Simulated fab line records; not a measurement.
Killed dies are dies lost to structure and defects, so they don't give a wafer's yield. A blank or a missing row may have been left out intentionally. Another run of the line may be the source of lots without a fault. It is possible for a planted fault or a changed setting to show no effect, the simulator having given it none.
8D (eight disciplines) problem report, filled in by code + flow berkeley-cmos170 + the parts of the form that need people (team, actions taken, sign-off) are left out

== 1. PROBLEM STATEMENT ==
NWELL_TW at UCB170_NWELL_TW_MEAS_16 reads a mean of 1205 on 6 wafers of 2 lots; wafers without a fault read 1255 with a standard deviation of 5.3. Measured from the usual mean, that is -9.4 standard deviations.
First seen on wafer L578.1, day 4 17:32, on film-metro-04. At this step, 42 wafers from 14 lots have a number in the record. Rule for "out", or "out of limits": more than 4 standard deviations from the usual mean. Any other wafer with a number is counted as sound.

== 2. WHAT IT IS, AND WHAT IT ISN'T ==
| question                    | is                           | is not                                                                                                   |
|-----------------------------|------------------------------|----------------------------------------------------------------------------------------------------------|
| which readings at this step | NWELL_TW                     | -                                                                                                        |
| which lots                  | L578, L581                   | L568, L569, L570, L572, L573, L582, L583, L585, L587, L588, L589, L591                                   |
| which wafers of those lots  | all that have a number       | -                                                                                                        |
| read on which gauges        | film-metro-02, film-metro-04 | film-metro-01                                                                                            |
| when                        | from day 4 17:32             | up to then (15 sound wafers); but 21 sound wafers of L582, L583, L585, L587, L588, L589, L591 came after |

== 3. THE SUSPECTS, EACH WITH WHAT RULES IT OUT ==
Counting: a tool stays on the suspect list if, at a process step up to the reading, it processed all lots that are out and no sound lot following the first of them.
- the gauge at UCB170_NWELL_TW_MEAS_16 has been ruled out. 2 gauges (film-metro-02, film-metro-04) read the wafers that are out.
- implanter-03 at UCB170_NWELL_IMPLANT_14: kept. It processed each lot that is out, first L578 at day 4 17:17, and no sound lot thereafter; up to then, the last sound lot it processed was L573 at day 3 08:52. Its own dose-ions-cm2, faraday-current-uA readings are out on those wafers.
Remaining after the count: implanter-03 at UCB170_NWELL_IMPLANT_14.

== 4. THE CAUSE (what the simulator had put in) ==
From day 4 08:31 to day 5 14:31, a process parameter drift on implanter-03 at UCB170_NWELL_IMPLANT_14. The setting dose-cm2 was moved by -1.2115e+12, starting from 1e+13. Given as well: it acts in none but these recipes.
Only this tool survived the counting.

== 5. THE CHAIN OF EFFECTS, in route order ==
Rows list readings where the struck wafers' mean (over those with a number) sits beyond 3 standard deviations from the usual. Scope: only readings with a usual standard deviation given in the record; hours: median across lots of the time from each lot's start at the first step in this table that gives one to its start at this step; sigmas: change in usual standard deviations.
| hours | step                    | reading            | usual      | on struck wafers | change      | sigmas      |
|-------|-------------------------|--------------------|------------|------------------|-------------|-------------|
| 0     | UCB170_NWELL_IMPLANT_14 | dose-ions-cm2      | 1.0001e+13 | 8.7912e+12       | -1.2098e+12 | -99 or more |
| 0     | UCB170_NWELL_IMPLANT_14 | faraday-current-uA | 31.7       | 28.3             | -3.4        | -5.8        |
| 0     | UCB170_NWELL_TW_MEAS_16 | NWELL_TW           | 1255       | 1205             | -50         | -9.4        |
Its process steps:
- UCB170_NWELL_IMPLANT_14
Later steps that measure or inspect, where all struck wafers having a row at the step show a number for every such reading and not one has moved that far: UCB170_PFIELD_TW_MEAS_09.

== 6. HOW IT WOULD HAVE BEEN CAUGHT EARLIER ==
The first out-of-limits reading at a measuring or inspecting step in this record came at day 4 17:32, 9 hours after the fault's start at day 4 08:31.
At UCB170_NWELL_IMPLANT_14, the tool's own readings (dose-ions-cm2, faraday-current-uA) were out on each struck wafer the step has a row for, so an alarm limit on them would have fired on the first such wafer.
Lots out: 2; of these, L581 started UCB170_NWELL_IMPLANT_14 on implanter-03 after day 4 17:32. It would have been spared by a hold on the tool at that moment.
